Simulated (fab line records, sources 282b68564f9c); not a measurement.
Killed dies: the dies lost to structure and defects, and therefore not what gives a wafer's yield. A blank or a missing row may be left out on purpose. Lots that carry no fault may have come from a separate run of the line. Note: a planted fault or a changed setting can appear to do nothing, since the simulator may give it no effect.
Which tool was responsible? + flow rit_cmos + 42 wafers sampled from 14 lots at 1 step of a route of 202

== WHAT THE GAUGES READ, wafer by wafer ==
No reading from a measuring or inspecting step in the record can be judged against a usual standard deviation.

== WHAT TOOL EACH LOT RAN ON (gives the tool, then ch and the chambers of the sampled wafers, and finally the start) ==
| lot  | RIT_PSD_HMDS_00                  |
|------|----------------------------------|
| L458 | litho_track-01 ch 0, day 3 02:22 |
| L461 | litho_track-04 ch 0, day 3 17:31 |
| L462 | litho_track-03 ch 0, day 3 22:10 |
| L463 | litho_track-04 ch 0, day 4 05:05 |
| L464 | litho_track-01 ch 0, day 4 08:59 |
| L465 | litho_track-04 ch 0, day 4 19:22 |
| L466 | litho_track-04 ch 0, day 5 01:26 |
| L468 | litho_track-04 ch 0, day 5 05:45 |
| L472 | litho_track-01 ch 0, day 6 19:50 |
| L475 | litho_track-01 ch 0, day 7 00:53 |
| L477 | litho_track-01 ch 0, day 7 18:10 |
| L478 | litho_track-04 ch 0, day 7 18:17 |
| L479 | litho_track-04 ch 0, day 7 20:28 |
| L481 | litho_track-04 ch 0, day 8 00:10 |
- RIT_PSD_HMDS_00: prime time 60 s.

== WHAT THE TOOLS THEMSELVES READ (means of the sampled wafers that have a number; where no wafer has one, the mark that the record gives instead) ==
RIT_PSD_HMDS_00.
| lot  | tool           | prime_temp_c (C) |
|------|----------------|------------------|
| L458 | litho_track-01 | 139.89           |
| L461 | litho_track-04 | 139.83           |
| L462 | litho_track-03 | 140.03           |
| L463 | litho_track-04 | 139.90           |
| L464 | litho_track-01 | 140.06           |
| L465 | litho_track-04 | 140.29           |
| L466 | litho_track-04 | 140.01           |
| L468 | litho_track-04 | 140.08           |
| L472 | litho_track-01 | 140.10           |
| L475 | litho_track-01 | 148.79           |
| L477 | litho_track-01 | 148.59           |
| L478 | litho_track-04 | 140.05           |
| L479 | litho_track-04 | 140.04           |
| L481 | litho_track-04 | 139.76           |

== THE ANSWER, worked out from the rows above alone ==
Rule: usual is defined by the lots themselves. Put in order of their means at a reading, lots are off if they are a third of the lots or fewer, leave a main group of 4 or more, and stand apart from it by a gap of 3 or more times the standard deviation of the main group's means; of several such gaps the widest counts. If all means in a main group match to the digits the tables above print for the reading, that group is not used. Also off: a lot with no number at a reading for which 4 or more lots have one. Where the step has rows for the other lots, those lots are counted as sound. The gauges are gone through in route order, then the tools' own readings, and for those a lot's mean is taken as printed above. At the first step where some lot is off, the reading lying furthest off is the one used; lots without a number count as furthest.
Off, at RIT_PSD_HMDS_00 on prime_temp_c: L475, L477. Mean 140.00 C and standard deviation 0.13 in the main group.
If a tool, at that step or one of the process steps before it, ran each lot that is off and ran no sound lot following the first of them, it fits. One fits: litho_track-01 at RIT_PSD_HMDS_00. A fault onset in the window from L472 (day 6 19:50, its last sound lot) to L475 (day 7 00:53, its first lot off) fits.
The tool's own readings at RIT_PSD_HMDS_00 bear it out: on the lots that are off they differ by more than 5 times the standard deviation of the sound lots' means. prime_temp_c reads 148.69 C there against 140.00 C on the sound lots.

== WHAT HAD BEEN PUT IN BY THE SIMULATOR ==
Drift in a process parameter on litho_track-01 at RIT_PSD_HMDS_00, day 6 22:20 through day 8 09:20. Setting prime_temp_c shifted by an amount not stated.
Lots struck among those shown: L475, L477. The rule above found the same.
